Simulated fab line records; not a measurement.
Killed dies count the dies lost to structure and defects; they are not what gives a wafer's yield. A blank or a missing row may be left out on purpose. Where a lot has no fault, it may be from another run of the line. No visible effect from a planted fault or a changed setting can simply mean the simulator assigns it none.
What tool caused it? -- flow rit_cmos -- 14 lots, 42 wafers sampled, at 2 steps of a route of 202

## WHAT THE GAUGES READ, wafer by wafer
RIT_GATE_THK_MEAS_09.
lot,measured,on,GATE_POLY_THK (nm)
L747,day 2 14:00,film_metro-02,245.6 243.8 247.4
L748,day 2 17:16,film_metro-04,247.8 248.4 249.4
L749,day 2 21:23,film_metro-02,247.9 247.8 249.2
L750,day 3 02:43,film_metro-03,249.9 247.8 247.6
L751,day 3 10:32,film_metro-03,252.5 249.9 251.6
L752,day 3 13:53,film_metro-04,252.9 251.6 250.5
L753,day 3 19:57,film_metro-04,246.6 246.0 246.0
L754,day 3 23:02,film_metro-04,245.6 245.3 247.1
L755,day 4 09:04,film_metro-03,248.7 250.6 248.6
L758,day 5 01:01,film_metro-02,376.3 377.1 375.8 376.2 377.3 375.8
L762,day 5 18:05,film_metro-02,374.1 372.3 374.5 373.9 372.6 374.8
L765,day 6 07:18,film_metro-03,245.7 245.9 245.2
L768,day 6 20:40,film_metro-04,250.2 247.2 249.7
L769,day 7 02:37,film_metro-02,250.5 250.8 252.1

## TOOL THAT RAN EACH LOT (tool first, then ch and the chambers of the sampled wafers, then the start)
lot,RIT_GATE_CVD_08
L747,"lpcvd-01 ch 1, day 2 11:34"
L748,"lpcvd-02 ch 1, day 2 15:38"
L749,"lpcvd-01 ch 0, day 2 19:45"
L750,"lpcvd-02 ch 1, day 3 01:05"
L751,"lpcvd-02 ch 1, day 3 08:55"
L752,"lpcvd-02 ch 0, day 3 12:16"
L753,"lpcvd-01 ch 1, day 3 18:19"
L754,"lpcvd-01 ch 0, day 3 21:25"
L755,"lpcvd-02 ch 1, day 4 07:28"
L758,"lpcvd-02 ch 1, day 4 22:34"
L762,"lpcvd-02 ch 1, day 5 15:40"
L765,"lpcvd-01 ch 1, day 6 04:53"
L768,"lpcvd-01 ch 0, day 6 19:03"
L769,"lpcvd-01 ch 0, day 7 00:59"
- RIT_GATE_CVD_08: deposits poly-Si from SiH4, target thk 250 nm, time 2220 s.

## WHAT THE TOOLS THEMSELVES READ (means of the sampled wafers that have a number; where no wafer has one, the mark that the record gives instead)
The record holds no such reading with a usual standard deviation.

## THE ANSWER, worked out from the rows above alone
Rule: what is usual is taken from the lots themselves. The widest of any qualifying gaps counts: lots, ordered by their means at a reading, are off when they make up no more than a third of the lots, leave a main group of 4 or more, and stand apart from it by 3 or more times the standard deviation of that group's means. A main group is skipped when, at the precision printed for the reading in the tables above, its means are all equal. A lot without any number at a reading at which 4 lots or more have one is off too. Where the step has rows for the other lots, those lots are counted as sound. First the gauges in route order, then the tools' own readings, where a lot's mean is used as printed above. At the first step where some lot is off, the reading lying furthest off is the one used; lots without a number count as furthest.
Off: L758, L762, seen at RIT_GATE_THK_MEAS_09 (GATE_POLY_THK). Mean 248.4 nm and standard deviation 2.1 in the main group.
If a tool, at a process step before that reading, ran all the lots that are off and no sound lot after the first of them, it fits. The gauges at RIT_GATE_THK_MEAS_09 are tried like those tools. One fits: RIT_GATE_CVD_08 on lpcvd-02. Its last sound lot is L755 (day 4 07:28), its first lot that is off L758 (day 4 22:34): a fault that began between those two fits.

## WHAT THE SIMULATOR PUT IN
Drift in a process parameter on lpcvd-02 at RIT_GATE_CVD_08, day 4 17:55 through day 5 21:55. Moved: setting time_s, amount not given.
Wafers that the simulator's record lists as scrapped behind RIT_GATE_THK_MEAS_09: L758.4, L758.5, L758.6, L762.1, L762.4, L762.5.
Lots struck among those shown: L758, L762. The rule above reached the same finding.
